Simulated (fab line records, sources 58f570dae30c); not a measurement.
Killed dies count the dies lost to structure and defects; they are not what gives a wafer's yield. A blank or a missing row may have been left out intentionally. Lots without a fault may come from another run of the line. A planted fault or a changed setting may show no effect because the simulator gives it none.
Which tool did it? + flow berkeley cmos170 + 42 wafers from 14 lots sampled at 4 of the route's 331 steps

== WHAT EACH GAUGE READ, for each wafer ==
UCB170_M2_CD_MEAS_15: the cd target is 700 nm.
| lot  | measured     | on        | cd nm (nm)        |
|------|--------------|-----------|-------------------|
| L127 | day 8 05:19  | cd sem-01 | 701.2 699.6 699.8 |
| L128 | day 8 08:16  | cd sem-01 | 700.5 699.9 700.4 |
| L129 | day 8 08:31  | cd sem-02 | 700.6 700.6 700.0 |
| L133 | day 9 06:05  | cd sem-01 | 701.6 701.0 701.2 |
| L132 | day 9 07:29  | cd sem-02 | 699.5 698.7 700.9 |
| L134 | day 10 00:46 | cd sem-01 | 699.8 701.3 699.2 |
| L135 | day 10 01:10 | cd sem-02 | 701.6 700.8 700.7 |
| L142 | day 11 20:54 | cd sem-01 | 700.1 700.5 701.4 |
| L144 | day 11 21:42 | cd sem-02 | 698.8 699.5 699.8 |
| L143 | day 12 15:13 | cd sem-01 | 700.2 699.2 700.5 |
| L147 | day 12 15:30 | cd sem-02 | 699.2 699.3 698.7 |
| L145 | day 12 21:38 | cd sem-01 | 697.4 697.7 697.5 |
| L149 | day 13 17:52 | cd sem-02 | 698.0 699.6 698.9 |
| L150 | day 13 20:33 | cd sem-01 | 700.1 699.8 700.5 |

UCB170_V2_CD_MEAS_12: the cd target is 700 nm.
| lot  | measured     | on        | cd nm (nm)        |
|------|--------------|-----------|-------------------|
| L127 | day 8 09:21  | cd sem-02 | 698.0 698.6 698.4 |
| L128 | day 8 11:07  | cd sem-01 | 701.4 701.2 702.1 |
| L129 | day 8 11:22  | cd sem-01 | 702.5 701.4 700.2 |
| L133 | day 9 10:58  | cd sem-02 | 699.9 701.3 700.9 |
| L132 | day 9 11:20  | cd sem-02 | 698.0 699.6 698.0 |
| L134 | day 10 03:19 | cd sem-02 | 698.7 700.0 698.5 |
| L135 | day 10 03:38 | cd sem-01 | 699.4 700.6 699.1 |
| L142 | day 12 03:11 | cd sem-01 | 698.3 700.1 698.8 |
| L144 | day 12 03:17 | cd sem-01 | 697.2 697.7 698.7 |
| L143 | day 12 18:51 | cd sem-01 | 698.6 701.2 700.7 |
| L147 | day 12 19:02 | cd sem-02 | 700.6 699.3 700.6 |
| L145 | day 13 00:56 | cd sem-02 | 699.4 696.7 699.4 |
| L149 | day 13 20:18 | cd sem-01 | 699.6 699.2 698.0 |
| L150 | day 13 23:50 | cd sem-02 | 701.0 701.6 701.5 |

UCB170_V2_CD_MEAS_90: the cd target is 700 nm.
| lot  | measured     | on        | cd nm (nm)        |
|------|--------------|-----------|-------------------|
| L127 | day 8 09:47  | cd sem-01 | 698.4 698.4 698.2 |
| L128 | day 8 11:33  | cd sem-02 | 701.2 701.3 701.8 |
| L129 | day 8 11:49  | cd sem-01 | 703.3 702.0 700.5 |
| L133 | day 9 11:28  | cd sem-02 | 699.6 700.5 700.4 |
| L132 | day 9 11:47  | cd sem-01 | 697.5 699.5 698.1 |
| L134 | day 10 03:45 | cd sem-02 | 698.5 699.8 698.3 |
| L135 | day 10 04:04 | cd sem-02 | 699.1 700.6 698.4 |
| L142 | day 12 03:37 | cd sem-01 | 698.6 700.0 699.0 |
| L144 | day 12 03:43 | cd sem-01 | 696.2 697.1 698.4 |
| L143 | day 12 19:17 | cd sem-01 | 699.5 701.4 700.6 |
| L147 | day 12 19:28 | cd sem-01 | 699.2 699.0 699.0 |
| L145 | day 13 01:23 | cd sem-02 | 698.8 697.1 699.0 |
| L149 | day 13 20:44 | cd sem-02 | 699.4 699.0 697.9 |
| L150 | day 14 00:17 | cd sem-01 | 700.2 700.8 701.1 |

== EACH LOT AND THE TOOL THAT RAN IT (in order: tool; ch and the chambers of the sampled wafers; start) ==
| lot  | UCB170_V2_STRIP_15                   |
|------|--------------------------------------|
| L127 | plasma asher-03 ch 0,1, day 8 09:41  |
| L128 | plasma asher-01 ch 0,1, day 8 11:27  |
| L129 | plasma asher-03 ch 0,1, day 8 11:43  |
| L133 | plasma asher-01 ch 0,1, day 9 11:17  |
| L132 | plasma asher-03 ch 1, day 9 11:41    |
| L134 | plasma asher-03 ch 0,1, day 10 03:38 |
| L135 | plasma asher-01 ch 0,1, day 10 03:57 |
| L142 | plasma asher-04 ch 0,1, day 12 03:30 |
| L144 | plasma asher-03 ch 1, day 12 03:37   |
| L143 | plasma asher-01 ch 0,1, day 12 19:11 |
| L147 | plasma asher-04 ch 0,1, day 12 19:22 |
| L145 | plasma asher-04 ch 0,1, day 13 01:16 |
| L149 | plasma asher-03 ch 0,1, day 13 20:37 |
| L150 | plasma asher-01 ch 1, day 14 00:10   |
- UCB170_V2_STRIP_15: strips in O2.

== WHAT THE TOOLS THEMSELVES READ (means of the sampled wafers that have a number; where no wafer has one, the mark that the record gives instead) ==
UCB170_V2_STRIP_15.
| lot  | tool            | chamber pressure mTorr (mTorr) | drypump motor current A (A) | oes product au (a.u.) | strip time to endpoint s (s) |
|------|-----------------|--------------------------------|-----------------------------|-----------------------|------------------------------|
| L127 | plasma asher-03 | 3502                           | 5.97                        | 0.721                 | 15.32                        |
| L128 | plasma asher-01 | 3502                           | 6.14                        | 0.725                 | 15.35                        |
| L129 | plasma asher-03 | 3499                           | 5.97                        | 0.725                 | 15.18                        |
| L133 | plasma asher-01 | 3496                           | 6.14                        | 0.725                 | 15.30                        |
| L132 | plasma asher-03 | 3503                           | 5.96                        | 0.724                 | 15.21                        |
| L134 | plasma asher-03 | -                              | -                           | -                     | -                            |
| L135 | plasma asher-01 | -                              | -                           | -                     | -                            |
| L142 | plasma asher-04 | 3501                           | 6.13                        | 0.721                 | 15.32                        |
| L144 | plasma asher-03 | 3501                           | 5.96                        | 0.724                 | 15.36                        |
| L143 | plasma asher-01 | 3504                           | 6.03                        | 0.719                 | 15.26                        |
| L147 | plasma asher-04 | 3499                           | 6.15                        | 0.721                 | 15.34                        |
| L145 | plasma asher-04 | 3502                           | 5.93                        | 0.720                 | 15.31                        |
| L149 | plasma asher-03 | 3500                           | 5.96                        | 0.721                 | 15.28                        |
| L150 | plasma asher-01 | 3499                           | 6.24                        | 0.724                 | 15.33                        |

== THE ANSWER, worked out from the rows above alone ==
Rule: the lots themselves supply what counts as usual. Put in order of their means at a reading, lots are off if they are a third of the lots or fewer, leave a main group of 4 or more, and stand apart from it by a gap of 3 or more times the standard deviation of the main group's means; of several such gaps the widest counts. If all means in a main group match to the digits the tables above print for the reading, that group is not used. Also off: a lot with no number at a reading for which 4 or more lots have one. Any other lot the step has rows for is counted as sound. The gauges are gone through in route order, then the tools' own readings, and for those a lot's mean is taken as printed above. At the first step where some lot is off, the reading lying furthest off is the one used; lots without a number count as furthest.
Off at UCB170_V2_STRIP_15 (chamber pressure mTorr): L134, L135. Without a number there: L134, L135. The main group has a mean of 3501 mTorr with a standard deviation of 2.1.
If a tool, at that step or one of the process steps before it, ran each lot that is off and ran no sound lot following the first of them, it fits. None of those tried fits.

== WHAT THE SIMULATOR HAD INSERTED ==
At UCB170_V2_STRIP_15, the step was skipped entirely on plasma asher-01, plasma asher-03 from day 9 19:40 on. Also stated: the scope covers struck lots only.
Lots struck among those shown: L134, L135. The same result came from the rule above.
